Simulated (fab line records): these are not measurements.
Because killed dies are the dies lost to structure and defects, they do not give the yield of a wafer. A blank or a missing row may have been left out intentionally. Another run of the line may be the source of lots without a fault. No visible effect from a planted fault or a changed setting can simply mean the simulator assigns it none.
Which of the tools did it?	flow rit-cmos	14 lots, 42 wafers sampled, at 4 steps of a route of 202

WHAT THE GAUGES SHOWED, per wafer
RIT_ACTIVE_CD_MEAS_11: the cd target is 1400 nm. Usual: cd-nm reads 1400.2 nm (standard deviation 1.9).
lot	measured	on	cd-nm (nm)	flag
L862	day 1 14:26	cd-sem-02	1400.3 1396.7 1397.6	
L863	day 1 19:35	cd-sem-02	1402.0 1403.0 1402.5	
L866	day 2 12:28	cd-sem-02	1399.1 1399.0 1399.4	
L867	day 2 15:32	cd-sem-02	1401.0 1403.2 1399.9	
L868	day 2 22:08	cd-sem-02	1397.4 1398.0 1396.8	
L869	day 3 02:16	cd-sem-01	1401.4 1401.8 1400.7	
L871	day 3 12:31	cd-sem-02	1399.7 1398.5 1400.3	
L872	day 3 16:58	cd-sem-02	1401.2 1400.4 1400.8	
L873	day 3 21:55	cd-sem-02	1401.1 1401.7 1400.6	
L874	day 4 03:46	cd-sem-02	1393.0 1393.6 1395.5	OFF
L875	day 4 09:09	cd-sem-01	1391.0 1392.6 1391.7	OFF
L876	day 4 12:53	cd-sem-02	1399.9 1398.4 1399.4	
L884	day 6 06:24	cd-sem-02	1402.1 1401.1 1402.4	
L885	day 6 09:39	cd-sem-02	1394.5 1398.4 1397.4	

RIT_FOX1_THK_MEAS_01. Usual: FOX1_OXIDE_THK gives 353 nm (standard deviation 6.7).
lot	measured	on	FOX1_OXIDE_THK (nm)	flag
L862	day 1 16:59	film-metro-01	352 354 358	
L863	day 1 23:49	film-metro-02	361 359 358	
L866	day 2 15:02	film-metro-03	348 353 355	
L867	day 2 19:58	film-metro-01	343 339 338	
L868	day 3 00:49	film-metro-03	350 351 352	
L869	day 3 06:10	film-metro-01	350 348 350	
L871	day 3 15:44	film-metro-02	358 355 356	
L872	day 3 20:43	film-metro-03	357 350 357	
L873	day 4 02:11	film-metro-01	358 357 357	
L874	day 4 07:05	film-metro-01	350 348 348	
L875	day 4 12:04	film-metro-03	346 343 347	
L876	day 4 15:56	film-metro-02	342 341 340	
L884	day 6 08:49	film-metro-03	352 347 348	
L885	day 6 12:35	film-metro-03	361 355 362	

RIT_NRETRO_OVL_MEAS_06. Usual: NRETRO_OVL gives -0.8 nm (standard deviation 1.5).
lot	measured	on	NRETRO_OVL (nm)	flag
L862	day 2 05:13	overlay-01	-0.3 1.4 2.2	
L863	day 2 12:15	overlay-02	-1.3 -1.0 -1.1	
L866	day 3 04:08	overlay-02	-2.3 -2.4 -2.3	
L867	day 3 08:01	overlay-02	-1.3 -2.0 -0.1	
L868	day 3 12:40	overlay-02	0.0 -0.4 -1.2	
L869	day 3 18:20	overlay-02	-1.4 -1.8 -2.2	
L871	day 4 04:44	overlay-02	1.2 -0.6 -0.6	
L872	day 4 09:44	overlay-02	-0.1 -0.8 -1.6	
L873	day 4 15:30	overlay-01	-1.3 -0.1 -1.0	
L874	day 4 19:47	overlay-01	0.6 -0.1 -0.2	
L875	day 5 01:29	overlay-01	0.3 1.6 4.0	
L876	day 5 04:03	overlay-02	-0.9 2.8 3.0	
L884	day 6 21:17	overlay-02	-2.2 -3.3 -0.6	
L885	day 7 00:56	overlay-02	-3.9 -2.1 -0.1	

WHAT TOOL EACH LOT RAN ON (gives the tool, then ch and the chambers of the sampled wafers, and finally the start)
lot	RIT_ACTIVE_COAT_06
L862	litho-track-03 ch 0, day 1 13:44
L863	litho-track-03 ch 0, day 1 18:46
L866	litho-track-03 ch 0, day 2 11:38
L867	litho-track-01 ch 0, day 2 14:50
L868	litho-track-03 ch 0, day 2 21:19
L869	litho-track-03 ch 0, day 3 01:34
L871	litho-track-01 ch 0, day 3 11:42
L872	litho-track-01 ch 0, day 3 16:08
L873	litho-track-01 ch 0, day 3 21:06
L874	litho-track-01 ch 0, day 4 02:56
L875	litho-track-01 ch 0, day 4 08:27
L876	litho-track-03 ch 0, day 4 12:11
L884	litho-track-03 ch 0, day 6 05:43
L885	litho-track-02 ch 0, day 6 08:58
- RIT_ACTIVE_COAT_06: resist thk 1000 nm.

AS READ BY THE TOOLS THEMSELVES (means over the sampled wafers that have a number; for cases with no such wafer, the mark the record gives instead)
RIT_ACTIVE_COAT_06. Usual: spin-speed-rpm reads 3250.3 rpm (standard deviation 1.9).
lot	tool	spin-speed-rpm (rpm)	flag
L862	litho-track-03	3251.9	
L863	litho-track-03	3250.8	
L866	litho-track-03	3249.6	
L867	litho-track-01	3249.5	
L868	litho-track-03	3250.5	
L869	litho-track-03	3249.8	
L871	litho-track-01	3249.8	
L872	litho-track-01	3248.2	
L873	litho-track-01	3250.8	
L874	litho-track-01	3768.9	OFF
L875	litho-track-01	3768.4	OFF
L876	litho-track-03	3248.5	
L884	litho-track-03	3250.0	
L885	litho-track-02	3249.9	

THE ANSWER, worked out from the rows above alone
Rule: a lot is off if the mean of its wafers that have a number lies more than 3 standard deviations from the usual mean. Also off: a lot with no number at a reading for which 4 or more lots have one. Any other lot the step has rows for is counted as sound. The gauges are gone through in route order, then the tools' own readings, and for those a lot's mean is taken as printed above. At the first step where some lot is off, the reading lying furthest off is the one used; lots without a number count as furthest.
Off at RIT_ACTIVE_CD_MEAS_11 (cd-nm): L874, L875.
A tool fits if, at a process step before that reading, it ran every lot that is off, and no sound lot after the first of them. The gauges at RIT_ACTIVE_CD_MEAS_11 aren't tried: what is off there is off at RIT_ACTIVE_COAT_06 too, on other tools, and a gauge's error can't cause that. One fits: RIT_ACTIVE_COAT_06 on litho-track-01. Its last sound lot is L873 (day 3 21:06), its first lot that is off L874 (day 4 02:56): a fault that began between those two fits.
The tool's own readings at RIT_ACTIVE_COAT_06 bear it out: on the lots that are off they differ by more than 5 times the standard deviation of the sound lots' means. spin-speed-rpm reads 3768.7 rpm there against 3249.9 rpm on the sound lots.

WHAT HAD BEEN PUT IN BY THE SIMULATOR
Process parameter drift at RIT_ACTIVE_COAT_06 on litho-track-01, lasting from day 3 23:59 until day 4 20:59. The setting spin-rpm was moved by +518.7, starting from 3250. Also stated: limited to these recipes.
Shown lots that were struck: L874, L875. The same result came from the rule above.
